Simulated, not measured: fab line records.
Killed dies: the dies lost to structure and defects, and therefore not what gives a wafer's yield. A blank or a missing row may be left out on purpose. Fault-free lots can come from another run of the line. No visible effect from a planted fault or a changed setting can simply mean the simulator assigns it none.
Split-lot study / flow rit-cmos / on a route of 202 steps: 5 lots, 23 wafers read

## ON THE SPLIT
At RIT_PLDD_IMPLANT_08, the setting energy-kev was moved away from the recipe's 20 on 4 of the 23 wafers read, by -5.4% to +5.7%. For the rest of the wafers, this setting stayed at what the recipe calls for.

The split's own step is where the reading is taken.

## THE READING
implant.rp-nm (the simulator's own value, which no gauge read), in nm, at RIT_PLDD_IMPLANT_08. There is no usual value for it anywhere in the file. Here, 19 wafers ran the recipe; their average is 17.28 nm with a standard deviation of 0.4 nm.

wafer=L076.2; tool, chamber at the split=implanter-02, 0; energy-kev as run=20; against the recipe=recipe; implant.rp-nm, nm=17.55; against lot-mates on the recipe=-
wafer=L076.3; tool, chamber at the split=implanter-02, 0; energy-kev as run=20; against the recipe=recipe; implant.rp-nm, nm=17.55; against lot-mates on the recipe=-
wafer=L076.4; tool, chamber at the split=implanter-02, 0; energy-kev as run=20; against the recipe=recipe; implant.rp-nm, nm=17.55; against lot-mates on the recipe=-
wafer=L076.5; tool, chamber at the split=implanter-02, 0; energy-kev as run=18.91; against the recipe=-5.4%; implant.rp-nm, nm=16.8; against lot-mates on the recipe=-0.75
wafer=L076.6; tool, chamber at the split=implanter-02, 0; energy-kev as run=18.91; against the recipe=-5.4%; implant.rp-nm, nm=16.8; against lot-mates on the recipe=-0.75
wafer=L082.1; tool, chamber at the split=implanter-03, 0; energy-kev as run=21.15; against the recipe=+5.7%; implant.rp-nm, nm=17.5; against lot-mates on the recipe=+0.74
wafer=L082.3; tool, chamber at the split=implanter-03, 0; energy-kev as run=21.15; against the recipe=+5.7%; implant.rp-nm, nm=17.5; against lot-mates on the recipe=+0.74
wafer=L082.2; tool, chamber at the split=implanter-03, 0; energy-kev as run=20; against the recipe=recipe; implant.rp-nm, nm=16.76; against lot-mates on the recipe=-
wafer=L082.4; tool, chamber at the split=implanter-03, 0; energy-kev as run=20; against the recipe=recipe; implant.rp-nm, nm=16.76; against lot-mates on the recipe=-
wafer=L082.6; tool, chamber at the split=implanter-03, 0; energy-kev as run=20; against the recipe=recipe; implant.rp-nm, nm=16.76; against lot-mates on the recipe=-
wafer=L083.1; tool, chamber at the split=implanter-04, 0; energy-kev as run=20; against the recipe=recipe; implant.rp-nm, nm=17.79; against lot-mates on the recipe=-
wafer=L083.2; tool, chamber at the split=implanter-04, 0; energy-kev as run=20; against the recipe=recipe; implant.rp-nm, nm=17.79; against lot-mates on the recipe=-
wafer=L083.3; tool, chamber at the split=implanter-04, 0; energy-kev as run=20; against the recipe=recipe; implant.rp-nm, nm=17.79; against lot-mates on the recipe=-
wafer=L083.4; tool, chamber at the split=implanter-04, 0; energy-kev as run=20; against the recipe=recipe; implant.rp-nm, nm=17.79; against lot-mates on the recipe=-
wafer=L083.5; tool, chamber at the split=implanter-04, 0; energy-kev as run=20; against the recipe=recipe; implant.rp-nm, nm=17.79; against lot-mates on the recipe=-
wafer=L084.1; tool, chamber at the split=implanter-03, 0; energy-kev as run=20; against the recipe=recipe; implant.rp-nm, nm=16.78; against lot-mates on the recipe=-
wafer=L084.2; tool, chamber at the split=implanter-03, 0; energy-kev as run=20; against the recipe=recipe; implant.rp-nm, nm=16.78; against lot-mates on the recipe=-
wafer=L084.3; tool, chamber at the split=implanter-03, 0; energy-kev as run=20; against the recipe=recipe; implant.rp-nm, nm=16.78; against lot-mates on the recipe=-
wafer=L085.2; tool, chamber at the split=implanter-03, 0; energy-kev as run=20; against the recipe=recipe; implant.rp-nm, nm=17.23; against lot-mates on the recipe=-
wafer=L085.3; tool, chamber at the split=implanter-03, 0; energy-kev as run=20; against the recipe=recipe; implant.rp-nm, nm=17.23; against lot-mates on the recipe=-
wafer=L085.4; tool, chamber at the split=implanter-03, 0; energy-kev as run=20; against the recipe=recipe; implant.rp-nm, nm=17.23; against lot-mates on the recipe=-
wafer=L085.5; tool, chamber at the split=implanter-03, 0; energy-kev as run=20; against the recipe=recipe; implant.rp-nm, nm=17.23; against lot-mates on the recipe=-
wafer=L085.6; tool, chamber at the split=implanter-03, 0; energy-kev as run=20; against the recipe=recipe; implant.rp-nm, nm=17.23; against lot-mates on the recipe=-

THE FIT
A straight line over all 23 wafers: implant.rp-nm changes by +0.0619 nm for each +1% of energy-kev; r = +0.36; the points scatter about the line by 0.39 nm.
The same after taking each lot's own level away (the mean of its wafers on the recipe; 23 wafers): +0.133 nm for each +1%; r = +1.00; scatter 0.0099 nm.
That fit puts the effect of the largest move of energy-kev on the reading at 0.76 nm.
The span of the lots' own levels, 16.760 to 17.790 nm, comes to 2.6 times the standard deviation stated above.
So the lot-to-lot level blurs the effect unless lot-mates are compared.
Check: +0.769 nm against its lot-mates is what the line predicts for one of the wafers moved furthest among these (+5.7%) when that wafer is left out of the fit. It came out at +0.74 nm against them.

## FURTHER SPLITS ON THESE WAFERS
Other splits were also applied to these wafers ahead of the reading. Each is held against what the fit with the lots' levels taken away leaves over:
other split on the same wafers=RIT_ACTIVE_CVD_03 nh3-flow-sccm; wafers away from the commonest value=18; r with implant.rp-nm (lot level and that fit taken away)=+0.16
other split on the same wafers=RIT_FOX1_OXIDATION_00 ox-time-s; wafers away from the commonest value=18; r with implant.rp-nm (lot level and that fit taken away)=+0.33
other split on the same wafers=RIT_NWELL_COAT_01 spin-rpm; wafers away from the commonest value=5; r with implant.rp-nm (lot level and that fit taken away)=+0.04
other split on the same wafers=RIT_NWELL_IMPLANT_08 dose-cm2; wafers away from the commonest value=9; r with implant.rp-nm (lot level and that fit taken away)=-0.06
other split on the same wafers=RIT_PWELL_IMPLANT_08 dose-cm2; wafers away from the commonest value=7; r with implant.rp-nm (lot level and that fit taken away)=-0.22
other split on the same wafers=RIT_PRETRO_SOFTBAKE_02 temp-c; wafers away from the commonest value=6; r with implant.rp-nm (lot level and that fit taken away)=-0.31
other split on the same wafers=RIT_GATE_CVD_08 time-s; wafers away from the commonest value=18; r with implant.rp-nm (lot level and that fit taken away)=+0.34

## THE WHOLE CHAIN: every reading that the file lists as answering this split, in the file's order
step=RIT_PLDD_IMPLANT_08; what it does=; reading=implant.drp-nm (the simulator's own value, which no gauge read); change (the file's fit)=+0.0685 nm for each +1% of the setting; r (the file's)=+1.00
step=RIT_PLDD_IMPLANT_08; what it does=; reading=implant.rp-nm (the simulator's own value, which no gauge read); change (the file's fit)=+0.134 nm for each +1% of the setting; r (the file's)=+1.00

## THE FILE'S OWN FIT
implant.rp-nm changes by +0.134 nm for each +1% of energy-kev, r = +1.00.
